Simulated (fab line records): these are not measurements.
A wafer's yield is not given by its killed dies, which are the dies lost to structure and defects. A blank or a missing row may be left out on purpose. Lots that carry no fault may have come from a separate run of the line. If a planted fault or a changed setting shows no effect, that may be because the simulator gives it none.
fab line records || flow ritCmos
record {"lots": 14, "wafers": 42, "lastDay": 7}
route steps=202 shown ACTIVE@2
lots that met no fault: taken from a fault-free run of the same line
startH: hours from the record's opening day to when the first of the lot's shown wafers began || waitH: time in hours since the lot's previous step || " unchanged from the row above || L1.1+2: one row covering several wafers at once || - value missing, or start not given || * or withheld: withheld || < > ~ a bound
route shown NAME@n: names a module that has steps shown in the file, with the first one's number in the route || usual: mean/standard deviation taken from wafers without a fault || same: alike in all rows || chamber/n: place in a boat || sites: per-site readings || _std_site: how widely they spread, as a standard deviation || _edge_site: mean of outer sites minus mean of inner sites || radiusMm: for every site, how far away it sits from the centre of the wafer || mask NAME#n: copy n || behind: tool/chamber where the wafer was last shaped || hold: what put the lot on hold/how long, in hours/how the hold closed || device: whichever transistor did not switch (one of n, p or np) || end of line: tests run on the same wafers once the route is complete || a step given without rows: its recipe and nothing more || killed: count of dies lost to structure and defects at first sort (not the wafer's yield) || map: shows each die of a wafer: x if killed, . if not, _ if none is there
set.NAME: the run value of the setting; set.NAME@STEP: its run value at that earlier step || model.NAME: the simulator's own value behind a step, which no gauge read
the route's steps for a sample of lots (tables are steps, rows are wafers)
services: from which hour (startH, from the record's first day; less than 0 if before it) a tool's chamber was out of use, for how many hours, and why
## steps
# step RIT_ACTIVE_OXIDATION_01
# recipe {"tempC": 1000, "ambient": "O2", "targetThkA": 468, "oxTimeS": 3360}
# usual {"spikeTcCentreC": "1002.3/1.2", "spikeTcLoadC": "1027.3/1.5", "spikeTcSourceC": "1025/4.2", "tubeCenterTempC": "1000/0.094", "tube_center_temp_C_max": "1002.6/0.42", "zonePowerSourcePct": "34/3.4"}
{"lot.wafer": "L482.3", "tool": "furnace-03", "chamber": 0, "startH": 15.12, "waitH": 0.1, "spikeTcCentreC": 1004.0, "spikeTcLoadC": 1026.9, "spikeTcSourceC": 1029, "tubeCenterTempC": 1000, "tube_center_temp_C_max": 1002.1, "zonePowerSourcePct": 30}
{"lot.wafer": "L482.5", "tool": "furnace-03", "chamber": 0, "startH": 15.12, "waitH": 0.1, "spikeTcCentreC": 1003.8, "spikeTcLoadC": 1028.2, "spikeTcSourceC": 1028, "tubeCenterTempC": 999.95, "tube_center_temp_C_max": 1002.8, "zonePowerSourcePct": 30}
{"lot.wafer": "L482.6", "tool": "furnace-03", "chamber": 0, "startH": 15.12, "waitH": 0.1, "spikeTcCentreC": 1003.1, "spikeTcLoadC": 1026.7, "spikeTcSourceC": 1026, "tubeCenterTempC": 999.91, "tube_center_temp_C_max": 1002.3, "zonePowerSourcePct": 30}
{"lot.wafer": "L485.2", "tool": "furnace-02", "chamber": 0, "startH": 30.12, "waitH": 0.1, "spikeTcCentreC": 1002.0, "spikeTcLoadC": 1024.4, "spikeTcSourceC": 1032, "tubeCenterTempC": 1000, "tube_center_temp_C_max": 1002.6, "zonePowerSourcePct": 32}
{"lot.wafer": "L485.5", "tool": "furnace-02", "chamber": 0, "startH": 30.12, "waitH": 0.1, "spikeTcCentreC": 1001.2, "spikeTcLoadC": 1024.6, "spikeTcSourceC": 1033, "tubeCenterTempC": 1000.1, "tube_center_temp_C_max": 1001.8, "zonePowerSourcePct": 31}
{"lot.wafer": "L485.6", "tool": "furnace-02", "chamber": 0, "startH": 30.12, "waitH": 0.1, "spikeTcCentreC": 1000.1, "spikeTcLoadC": 1023.5, "spikeTcSourceC": 1031, "tubeCenterTempC": 999.87, "tube_center_temp_C_max": 1002.5, "zonePowerSourcePct": 32}
{"lot.wafer": "L486.3", "tool": "furnace-04", "chamber": 0, "startH": 35.12, "waitH": 0.1, "spikeTcCentreC": 1002.8, "spikeTcLoadC": 1029.5, "spikeTcSourceC": 1023, "tubeCenterTempC": 1000, "tube_center_temp_C_max": 1002.6, "zonePowerSourcePct": 37}
{"lot.wafer": "L486.4", "tool": "furnace-04", "chamber": 0, "startH": 35.12, "waitH": 0.1, "spikeTcCentreC": 1002.5, "spikeTcLoadC": 1029.6, "spikeTcSourceC": 1022, "tubeCenterTempC": 999.94, "tube_center_temp_C_max": 1003.1, "zonePowerSourcePct": 38}
{"lot.wafer": "L486.6", "tool": "furnace-04", "chamber": 0, "startH": 35.12, "waitH": 0.1, "spikeTcCentreC": 1001.7, "spikeTcLoadC": 1027.3, "spikeTcSourceC": 1023, "tubeCenterTempC": 1000.1, "tube_center_temp_C_max": 1002.7, "zonePowerSourcePct": 37}
{"lot.wafer": "L487.1", "tool": "furnace-04", "chamber": 0, "startH": 40.12, "waitH": 0.1, "spikeTcCentreC": 1001.7, "spikeTcLoadC": 1029.0, "spikeTcSourceC": 1022, "tubeCenterTempC": 1000.1, "tube_center_temp_C_max": 1002.7, "zonePowerSourcePct": 38}
{"lot.wafer": "L487.4", "tool": "furnace-04", "chamber": 0, "startH": 40.12, "waitH": 0.1, "spikeTcCentreC": 1001.2, "spikeTcLoadC": 1028.3, "spikeTcSourceC": 1022, "tubeCenterTempC": 999.92, "tube_center_temp_C_max": 1002.5, "zonePowerSourcePct": 37}
{"lot.wafer": "L487.6", "tool": "furnace-04", "chamber": 0, "startH": 40.12, "waitH": 0.1, "spikeTcCentreC": 1001.6, "spikeTcLoadC": 1028.3, "spikeTcSourceC": 1022, "tubeCenterTempC": 1000.1, "tube_center_temp_C_max": 1002.6, "zonePowerSourcePct": 37}
{"lot.wafer": "L488.3", "tool": "furnace-04", "chamber": 0, "startH": 45.12, "waitH": 0.1, "spikeTcCentreC": 1002.2, "spikeTcLoadC": 1025.9, "spikeTcSourceC": 1022, "tubeCenterTempC": 999.91, "tube_center_temp_C_max": 1002.3, "zonePowerSourcePct": 37}
{"lot.wafer": "L488.4", "tool": "furnace-04", "chamber": 0, "startH": 45.12, "waitH": 0.1, "spikeTcCentreC": 1001.9, "spikeTcLoadC": 1027.7, "spikeTcSourceC": 1020, "tubeCenterTempC": 1000.1, "tube_center_temp_C_max": 1002.6, "zonePowerSourcePct": 38}
{"lot.wafer": "L488.5", "tool": "furnace-04", "chamber": 0, "startH": 45.12, "waitH": 0.1, "spikeTcCentreC": 1002.0, "spikeTcLoadC": 1027.1, "spikeTcSourceC": 1021, "tubeCenterTempC": 1000.1, "tube_center_temp_C_max": 1003.4, "zonePowerSourcePct": 38}
{"lot.wafer": "L489.2", "tool": "furnace-03", "chamber": 0, "startH": 50.12, "waitH": 0.1, "spikeTcCentreC": 1005.0, "spikeTcLoadC": 1026.2, "spikeTcSourceC": 1027, "tubeCenterTempC": 1000.1, "tube_center_temp_C_max": 1002.6, "zonePowerSourcePct": 30}
{"lot.wafer": "L489.3", "tool": "furnace-03", "chamber": 0, "startH": 50.12, "waitH": 0.1, "spikeTcCentreC": 1004.6, "spikeTcLoadC": 1025.3, "spikeTcSourceC": 1029, "tubeCenterTempC": 999.93, "tube_center_temp_C_max": 1002.1, "zonePowerSourcePct": 30}
{"lot.wafer": "L489.4", "tool": "furnace-03", "chamber": 0, "startH": 50.12, "waitH": 0.1, "spikeTcCentreC": 1002.7, "spikeTcLoadC": 1025.9, "spikeTcSourceC": 1030, "tubeCenterTempC": 1000, "tube_center_temp_C_max": 1003.2, "zonePowerSourcePct": 30}
{"lot.wafer": "L491.3", "tool": "furnace-04", "chamber": 0, "startH": 60.12, "waitH": 0.1, "spikeTcCentreC": 1001.2, "spikeTcLoadC": 1028.5, "spikeTcSourceC": 1021, "tubeCenterTempC": 1000.1, "tube_center_temp_C_max": 1002.5, "zonePowerSourcePct": 37}
{"lot.wafer": "L491.4", "tool": "furnace-04", "chamber": 0, "startH": 60.12, "waitH": 0.1, "spikeTcCentreC": 1002.8, "spikeTcLoadC": 1027.8, "spikeTcSourceC": 1020, "tubeCenterTempC": 1000.1, "tube_center_temp_C_max": 1002.6, "zonePowerSourcePct": 37}
{"lot.wafer": "L491.6", "tool": "furnace-04", "chamber": 0, "startH": 60.12, "waitH": 0.1, "spikeTcCentreC": 1002.8, "spikeTcLoadC": 1028.6, "spikeTcSourceC": 1021, "tubeCenterTempC": 999.97, "tube_center_temp_C_max": 1001.8, "zonePowerSourcePct": 37}
{"lot.wafer": "L492.1", "tool": "furnace-03", "chamber": 0, "startH": 65.12, "waitH": 0.1, "spikeTcCentreC": 1002.5, "spikeTcLoadC": 1028.0, "spikeTcSourceC": 1029, "tubeCenterTempC": 999.95, "tube_center_temp_C_max": 1002.4, "zonePowerSourcePct": 30}
{"lot.wafer": "L492.2", "tool": "furnace-03", "chamber": 0, "startH": 65.12, "waitH": 0.1, "spikeTcCentreC": 1004.8, "spikeTcLoadC": 1028.0, "spikeTcSourceC": 1028, "tubeCenterTempC": 1000.1, "tube_center_temp_C_max": 1003.1, "zonePowerSourcePct": 30}
{"lot.wafer": "L492.5", "tool": "furnace-03", "chamber": 0, "startH": 65.12, "waitH": 0.1, "spikeTcCentreC": 1003.2, "spikeTcLoadC": 1025.7, "spikeTcSourceC": 1029, "tubeCenterTempC": 1000, "tube_center_temp_C_max": 1002.8, "zonePowerSourcePct": 29}
{"lot.wafer": "L493.2", "tool": "furnace-04", "chamber": 0, "startH": 70.12, "waitH": 0.1, "spikeTcCentreC": 1001.8, "spikeTcLoadC": 1025.4, "spikeTcSourceC": 1021, "tubeCenterTempC": 999.9, "tube_center_temp_C_max": 1002.1, "zonePowerSourcePct": 37}
{"lot.wafer": "L493.3", "tool": "furnace-04", "chamber": 0, "startH": 70.12, "waitH": 0.1, "spikeTcCentreC": 1001.7, "spikeTcLoadC": 1029.0, "spikeTcSourceC": 1021, "tubeCenterTempC": 1000.1, "tube_center_temp_C_max": 1002.7, "zonePowerSourcePct": 37}
{"lot.wafer": "L493.6", "tool": "furnace-04", "chamber": 0, "startH": 70.12, "waitH": 0.1, "spikeTcCentreC": 1001.9, "spikeTcLoadC": 1027.6, "spikeTcSourceC": 1021, "tubeCenterTempC": 999.83, "tube_center_temp_C_max": 1002.3, "zonePowerSourcePct": 37}
{"lot.wafer": "L494.2", "tool": "furnace-04", "chamber": 0, "startH": 75.12, "waitH": 0.1, "spikeTcCentreC": 1001.4, "spikeTcLoadC": 1026.4, "spikeTcSourceC": 1023, "tubeCenterTempC": 1000, "tube_center_temp_C_max": 1003.1, "zonePowerSourcePct": 37}
{"lot.wafer": "L494.4", "tool": "furnace-04", "chamber": 0, "startH": 75.12, "waitH": 0.1, "spikeTcCentreC": 1000.7, "spikeTcLoadC": 1026.4, "spikeTcSourceC": 1023, "tubeCenterTempC": 1000, "tube_center_temp_C_max": 1002.0, "zonePowerSourcePct": 37}
{"lot.wafer": "L494.6", "tool": "furnace-04", "chamber": 0, "startH": 75.12, "waitH": 0.1, "spikeTcCentreC": 999.8, "spikeTcLoadC": 1027.7, "spikeTcSourceC": 1021, "tubeCenterTempC": 1000, "tube_center_temp_C_max": 1002.7, "zonePowerSourcePct": 37}
{"lot.wafer": "L498.1", "tool": "furnace-03", "chamber": 0, "startH": 95.12, "waitH": 0.1, "spikeTcCentreC": 1025.6, "spikeTcLoadC": 1051.2, "spikeTcSourceC": 1050, "tubeCenterTempC": 1022.6, "tube_center_temp_C_max": 1025.5, "zonePowerSourcePct": 32}
{"lot.wafer": "L498.2", "tool": "furnace-03", "chamber": 0, "startH": 95.12, "waitH": 0.1, "spikeTcCentreC": 1026.6, "spikeTcLoadC": 1051.6, "spikeTcSourceC": 1053, "tubeCenterTempC": 1022.7, "tube_center_temp_C_max": 1024.7, "zonePowerSourcePct": 32}
{"lot.wafer": "L498.6", "tool": "furnace-03", "chamber": 0, "startH": 95.12, "waitH": 0.1, "spikeTcCentreC": 1027.1, "spikeTcLoadC": 1052.0, "spikeTcSourceC": 1050, "tubeCenterTempC": 1022.7, "tube_center_temp_C_max": 1025.1, "zonePowerSourcePct": 32}
{"lot.wafer": "L500.1", "tool": "furnace-03", "chamber": 0, "startH": 105.18, "waitH": 0.2, "spikeTcCentreC": 1025.8, "spikeTcLoadC": 1049.4, "spikeTcSourceC": 1051, "tubeCenterTempC": 1022.7, "tube_center_temp_C_max": 1025.3, "zonePowerSourcePct": 32}
{"lot.wafer": "L500.2", "tool": "furnace-03", "chamber": 0, "startH": 105.18, "waitH": 0.2, "spikeTcCentreC": 1025.5, "spikeTcLoadC": 1049.5, "spikeTcSourceC": 1051, "tubeCenterTempC": 1022.6, "tube_center_temp_C_max": 1025.2, "zonePowerSourcePct": 31}
{"lot.wafer": "L500.6", "tool": "furnace-03", "chamber": 0, "startH": 105.18, "waitH": 0.2, "spikeTcCentreC": 1025.0, "spikeTcLoadC": 1047.7, "spikeTcSourceC": 1052, "tubeCenterTempC": 1022.7, "tube_center_temp_C_max": 1025.1, "zonePowerSourcePct": 32}
{"lot.wafer": "L502.2", "tool": "furnace-04", "chamber": 0, "startH": 115.12, "waitH": 0.1, "spikeTcCentreC": 1002.1, "spikeTcLoadC": 1026.3, "spikeTcSourceC": 1022, "tubeCenterTempC": 999.99, "tube_center_temp_C_max": 1003.0, "zonePowerSourcePct": 37}
{"lot.wafer": "L502.5", "tool": "furnace-04", "chamber": 0, "startH": 115.12, "waitH": 0.1, "spikeTcCentreC": 1002.3, "spikeTcLoadC": 1028.6, "spikeTcSourceC": 1019, "tubeCenterTempC": 999.98, "tube_center_temp_C_max": 1002.2, "zonePowerSourcePct": 37}
{"lot.wafer": "L502.6", "tool": "furnace-04", "chamber": 0, "startH": 115.12, "waitH": 0.1, "spikeTcCentreC": 1000.2, "spikeTcLoadC": 1028.0, "spikeTcSourceC": 1022, "tubeCenterTempC": 1000.1, "tube_center_temp_C_max": 1002.3, "zonePowerSourcePct": 37}
{"lot.wafer": "L503.1", "tool": "furnace-04", "chamber": 0, "startH": 120.12, "waitH": 0.1, "spikeTcCentreC": 1002.7, "spikeTcLoadC": 1028.6, "spikeTcSourceC": 1022, "tubeCenterTempC": 999.92, "tube_center_temp_C_max": 1002.7, "zonePowerSourcePct": 37}
{"lot.wafer": "L503.2", "tool": "furnace-04", "chamber": 0, "startH": 120.12, "waitH": 0.1, "spikeTcCentreC": 1001.6, "spikeTcLoadC": 1026.8, "spikeTcSourceC": 1024, "tubeCenterTempC": 1000, "tube_center_temp_C_max": 1002.4, "zonePowerSourcePct": 37}
{"lot.wafer": "L503.6", "tool": "furnace-04", "chamber": 0, "startH": 120.12, "waitH": 0.1, "spikeTcCentreC": 1001.7, "spikeTcLoadC": 1027.0, "spikeTcSourceC": 1021, "tubeCenterTempC": 999.99, "tube_center_temp_C_max": 1002.8, "zonePowerSourcePct": 37}
# step RIT_ACTIVE_THK_MEAS_02
# recipe {"reads": "SiO2_of_ACTIVE_OXIDATION_01"}
# usual {"ACTIVE_OXIDE_THK": "46.9/0.71"}
{"lot.wafer": "L482.3", "tool": "filmMetro-03", "chamber": "-", "startH": 17.07, "waitH": 0.0, "ACTIVE_OXIDE_THK[nm]": 45.4}
{"lot.wafer": "L482.5", "tool": "filmMetro-03", "chamber": "-", "startH": 17.07, "waitH": 0.0, "ACTIVE_OXIDE_THK[nm]": 47.0}
{"lot.wafer": "L482.6", "tool": "filmMetro-03", "chamber": "-", "startH": 17.07, "waitH": 0.0, "ACTIVE_OXIDE_THK[nm]": 46.8}
{"lot.wafer": "L485.2", "tool": "filmMetro-03", "chamber": "-", "startH": 32.06, "waitH": 0.0, "ACTIVE_OXIDE_THK[nm]": 47.0}
{"lot.wafer": "L485.5", "tool": "filmMetro-03", "chamber": "-", "startH": 32.06, "waitH": 0.0, "ACTIVE_OXIDE_THK[nm]": 45.8}
{"lot.wafer": "L485.6", "tool": "filmMetro-03", "chamber": "-", "startH": 32.06, "waitH": 0.0, "ACTIVE_OXIDE_THK[nm]": 47.1}
{"lot.wafer": "L486.3", "tool": "filmMetro-02", "chamber": "-", "startH": 37.07, "waitH": 0.0, "ACTIVE_OXIDE_THK[nm]": 45.4}
{"lot.wafer": "L486.4", "tool": "filmMetro-02", "chamber": "-", "startH": 37.07, "waitH": 0.0, "ACTIVE_OXIDE_THK[nm]": 45.8}
{"lot.wafer": "L486.6", "tool": "filmMetro-02", "chamber": "-", "startH": 37.07, "waitH": 0.0, "ACTIVE_OXIDE_THK[nm]": 46.2}
{"lot.wafer": "L487.1", "tool": "filmMetro-02", "chamber": "-", "startH": 42.05, "waitH": 0.0, "ACTIVE_OXIDE_THK[nm]": 46.9}
{"lot.wafer": "L487.4", "tool": "filmMetro-02", "chamber": "-", "startH": 42.05, "waitH": 0.0, "ACTIVE_OXIDE_THK[nm]": 46.8}
{"lot.wafer": "L487.6", "tool": "filmMetro-02", "chamber": "-", "startH": 42.05, "waitH": 0.0, "ACTIVE_OXIDE_THK[nm]": 46.5}
{"lot.wafer": "L488.3", "tool": "filmMetro-02", "chamber": "-", "startH": 47.07, "waitH": 0.0, "ACTIVE_OXIDE_THK[nm]": 46.4}
{"lot.wafer": "L488.4", "tool": "filmMetro-02", "chamber": "-", "startH": 47.07, "waitH": 0.0, "ACTIVE_OXIDE_THK[nm]": 46.4}
{"lot.wafer": "L488.5", "tool": "filmMetro-02", "chamber": "-", "startH": 47.07, "waitH": 0.0, "ACTIVE_OXIDE_THK[nm]": 45.7}
{"lot.wafer": "L489.2", "tool": "filmMetro-03", "chamber": "-", "startH": 52.06, "waitH": 0.0, "ACTIVE_OXIDE_THK[nm]": 46.7}
{"lot.wafer": "L489.3", "tool": "filmMetro-03", "chamber": "-", "startH": 52.06, "waitH": 0.0, "ACTIVE_OXIDE_THK[nm]": 46.6}
{"lot.wafer": "L489.4", "tool": "filmMetro-03", "chamber": "-", "startH": 52.06, "waitH": 0.0, "ACTIVE_OXIDE_THK[nm]": 46.4}
{"lot.wafer": "L491.3", "tool": "filmMetro-03", "chamber": "-", "startH": 62.07, "waitH": 0.0, "ACTIVE_OXIDE_THK[nm]": 46.6}
{"lot.wafer": "L491.4", "tool": "filmMetro-03", "chamber": "-", "startH": 62.07, "waitH": 0.0, "ACTIVE_OXIDE_THK[nm]": 46.0}
{"lot.wafer": "L491.6", "tool": "filmMetro-03", "chamber": "-", "startH": 62.07, "waitH": 0.0, "ACTIVE_OXIDE_THK[nm]": 46.1}
{"lot.wafer": "L492.1", "tool": "filmMetro-02", "chamber": "-", "startH": 67.05, "waitH": 0.0, "ACTIVE_OXIDE_THK[nm]": 47.4}
{"lot.wafer": "L492.2", "tool": "filmMetro-02", "chamber": "-", "startH": 67.05, "waitH": 0.0, "ACTIVE_OXIDE_THK[nm]": 47.4}
{"lot.wafer": "L492.5", "tool": "filmMetro-02", "chamber": "-", "startH": 67.05, "waitH": 0.0, "ACTIVE_OXIDE_THK[nm]": 46.7}
{"lot.wafer": "L493.2", "tool": "filmMetro-02", "chamber": "-", "startH": 72.06, "waitH": 0.0, "ACTIVE_OXIDE_THK[nm]": 47.0}
{"lot.wafer": "L493.3", "tool": "filmMetro-02", "chamber": "-", "startH": 72.06, "waitH": 0.0, "ACTIVE_OXIDE_THK[nm]": 47.2}
{"lot.wafer": "L493.6", "tool": "filmMetro-02", "chamber": "-", "startH": 72.06, "waitH": 0.0, "ACTIVE_OXIDE_THK[nm]": 48.3}
{"lot.wafer": "L494.2", "tool": "filmMetro-03", "chamber": "-", "startH": 77.06, "waitH": 0.0, "ACTIVE_OXIDE_THK[nm]": 47.3}
{"lot.wafer": "L494.4", "tool": "filmMetro-03", "chamber": "-", "startH": 77.06, "waitH": 0.0, "ACTIVE_OXIDE_THK[nm]": 46.8}
{"lot.wafer": "L494.6", "tool": "filmMetro-03", "chamber": "-", "startH": 77.06, "waitH": 0.0, "ACTIVE_OXIDE_THK[nm]": 47.1}
{"lot.wafer": "L498.1", "tool": "filmMetro-02", "chamber": "-", "startH": 97.05, "waitH": 0.0, "ACTIVE_OXIDE_THK[nm]": 60.1}
{"lot.wafer": "L498.2", "tool": "filmMetro-02", "chamber": "-", "startH": 97.05, "waitH": 0.0, "ACTIVE_OXIDE_THK[nm]": 59.0}
{"lot.wafer": "L498.6", "tool": "filmMetro-02", "chamber": "-", "startH": 97.05, "waitH": 0.0, "ACTIVE_OXIDE_THK[nm]": 59.8}
{"lot.wafer": "L500.1", "tool": "filmMetro-01", "chamber": "-", "startH": 107.11, "waitH": 0.0, "ACTIVE_OXIDE_THK[nm]": 58.7}
{"lot.wafer": "L500.2", "tool": "filmMetro-01", "chamber": "-", "startH": 107.11, "waitH": 0.0, "ACTIVE_OXIDE_THK[nm]": 59.2}
{"lot.wafer": "L500.6", "tool": "filmMetro-01", "chamber": "-", "startH": 107.11, "waitH": 0.0, "ACTIVE_OXIDE_THK[nm]": 59.3}
{"lot.wafer": "L502.2", "tool": "filmMetro-03", "chamber": "-", "startH": 117.06, "waitH": 0.0, "ACTIVE_OXIDE_THK[nm]": 46.8}
{"lot.wafer": "L502.5", "tool": "filmMetro-03", "chamber": "-", "startH": 117.06, "waitH": 0.0, "ACTIVE_OXIDE_THK[nm]": 47.1}
{"lot.wafer": "L502.6", "tool": "filmMetro-03", "chamber": "-", "startH": 117.06, "waitH": 0.0, "ACTIVE_OXIDE_THK[nm]": 47.5}
{"lot.wafer": "L503.1", "tool": "filmMetro-03", "chamber": "-", "startH": 122.05, "waitH": 0.0, "ACTIVE_OXIDE_THK[nm]": 46.6}
{"lot.wafer": "L503.2", "tool": "filmMetro-03", "chamber": "-", "startH": 122.05, "waitH": 0.0, "ACTIVE_OXIDE_THK[nm]": 47.5}
{"lot.wafer": "L503.6", "tool": "filmMetro-03", "chamber": "-", "startH": 122.05, "waitH": 0.0, "ACTIVE_OXIDE_THK[nm]": 45.9}
## services
{"tool": "furnace-03", "chamber": "-", "startH": 19.71, "hours": 4.3, "kind": "pm"}
{"tool": "furnace-03", "chamber": "-", "startH": 83.65, "hours": 2.4, "kind": "pm"}
## key
firstSign {"step": "RIT_ACTIVE_OXIDATION_01", "reading": "tubeCenterTempC", "direction": "up", "sigmas": "99+", "usual": "*", "struck": "*"}
effect {"step": "RIT_ACTIVE_OXIDATION_01", "reading": "tube_center_temp_C_max", "direction": "up", "sigmas": 54, "usual": "*", "struck": "*"}
effect {"step": "RIT_ACTIVE_THK_MEAS_02", "reading": "ACTIVE_OXIDE_THK", "direction": "up", "sigmas": 17, "usual": 46.9, "struck": 59.4}
metAt RIT_ACTIVE_OXIDATION_01
struckLots L498,L500
testerLeftOut L498,L500
onsetBetween 65.12 95.12
fault {"kind": "processParameterDrift", "tool": "furnace-03", "chamber": "-", "onsetH": 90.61, "steps": "RIT_ACTIVE_OXIDATION_01", "channel": "tempC", "offset": "*", "shape": "step", "endH": 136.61, "actsIn": "*", "stated": "*"}
# testerLeftOut: of these lots the tester's yield and bins aren't shown, on N5 and GAA mostly nor the transistor test; their killed dies are dies lost to structure and defects alone, not to doping, threshold or leakage, so they don't give the yield
